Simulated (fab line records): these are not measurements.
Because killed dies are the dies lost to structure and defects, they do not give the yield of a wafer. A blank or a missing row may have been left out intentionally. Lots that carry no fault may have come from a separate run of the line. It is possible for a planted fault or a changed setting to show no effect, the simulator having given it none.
Lot-split experiment ; flow berkeley_cmos170 ; 23 wafers read from 5 lots, route of 331 steps

## SPLIT DETAILS
At UCB170_NSD_IMPLANT_08, the setting energy_kev was moved away from the recipe's 40 on 9 of the 23 wafers read, by -5.0% to +2.5%. All remaining wafers had this setting at the recipe value.

## FROM THE SPLIT TO THE READING: what the file shows between them, 5 steps
- UCB170_NSD_STRIP_09: strips in O2
- UCB170_BACKSIDE_SOFTBAKE_02: time 60 s (also split here: time_s)
- UCB170_BACKSIDE_STRIP_03: strips in O2
- UCB170_BACKSIDE_CLEAN_04: cleans in SPM, time 600 s
- UCB170_SDANNEAL_RTA_01: time 5 s

## THE READING
At UCB170_SDANNEAL_RS_MEAS_03, a four-point-probe measurement gives NSD_RS in ohm/sq. Fault-free wafers of this fab line usually give 37.21 ohm/sq, standard deviation 0.097 ohm/sq.

wafer;tool, chamber at the split;energy_kev as run;against the recipe;NSD_RS, ohm/sq;against lot-mates on the recipe
L075.1;implanter-01, 0;41;+2.5%;37.14;-0.18
L075.2;implanter-01, 0;41;+2.5%;37.08;-0.24
L075.3;implanter-01, 0;40;recipe;37.34;-
L075.4;implanter-01, 0;40;recipe;37.35;-
L075.5;implanter-01, 0;40;recipe;37.26;-
L079.1;implanter-01, 0;38;-5.0%;37.85;+0.70
L079.2;implanter-01, 0;40;recipe;37.19;-
L079.3;implanter-01, 0;40;recipe;37.12;-
L079.4;implanter-01, 0;40;recipe;37.14;-
L079.5;implanter-01, 0;38;-5.0%;37.75;+0.60
L081.2;implanter-04, 0;40;recipe;37.13;-
L081.4;implanter-04, 0;40;recipe;37.05;-
L081.5;implanter-04, 0;40;recipe;37.06;-
L080.1;implanter-01, 0;40;recipe;37.18;-
L080.3;implanter-01, 0;40;recipe;37.24;-
L080.4;implanter-01, 0;40.99;+2.5%;36.83;-0.38
L080.5;implanter-01, 0;40.99;+2.5%;36.87;-0.34
L080.6;implanter-01, 0;40.99;+2.5%;36.88;-0.33
L085.1;implanter-01, 0;40.64;+1.6%;36.98;-0.12
L085.2;implanter-01, 0;40;recipe;37.12;-
L085.3;implanter-01, 0;40;recipe;37.11;-
L085.4;implanter-01, 0;40;recipe;37.07;-
L085.5;implanter-01, 0;40.64;+1.6%;36.85;-0.25

FIT RESULTS
A straight line over all 23 wafers: NSD_RS changes by -0.114 ohm/sq for each +1% of energy_kev; r = -0.90; the points scatter about the line by 0.11 ohm/sq.
The same after taking each lot's own level away (the mean of its wafers on the recipe; 23 wafers): -0.125 ohm/sq for each +1%; r = -0.98; scatter 0.053 ohm/sq.
According to that fit, moving energy_kev by its largest amount changes the reading by 0.63 ohm/sq.
The lots' own levels span 37.080 to 37.317 ohm/sq, that is 2.4 times the standard deviation above.
The two slopes agree, so the slope changes little with the lot-to-lot level.
Check: with one of the wafers moved furthest among these (-5.0%) left out of the fit, the line predicts +0.594 ohm/sq for it against its lot-mates. It came out at +0.7 ohm/sq against them.

## OTHER SPLITS ON THESE WAFERS
These wafers also went through other splits before the reading. Each is held against what the fit with the lots' levels taken away leaves over:
other split on the same wafers;wafers away from the commonest value;r with NSD_RS (lot level and that fit taken away)
UCB170_PSD_IMPLANT_08 energy_kev;8;+0.36
UCB170_BACKSIDE_SOFTBAKE_02 time_s;8;-0.37

## THE WHOLE CHAIN: every reading that the file lists as answering this split, in the file's order
step;what it does;reading;change (the file's fit);r (the file's)
UCB170_NSD_IMPLANT_08;;implant.rp_nm (the simulator's own value, which no gauge read);+0.476 nm for each +1% of the setting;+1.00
UCB170_NSD_IMPLANT_08;;implant.drp_nm (the simulator's own value, which no gauge read);+0.18 nm for each +1% of the setting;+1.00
UCB170_NSD_STRIP_09;strips in O2;strip_time_to_endpoint_s;withheld for each +1% of the setting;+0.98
UCB170_SDANNEAL_RS_MEAS_03;measures by four-point-probe;NSD_RS;-0.123 for each +1% of the setting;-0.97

## FILE'S OWN FIT
NSD_RS changes by -0.123 ohm/sq for each +1% of energy_kev, r = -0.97.
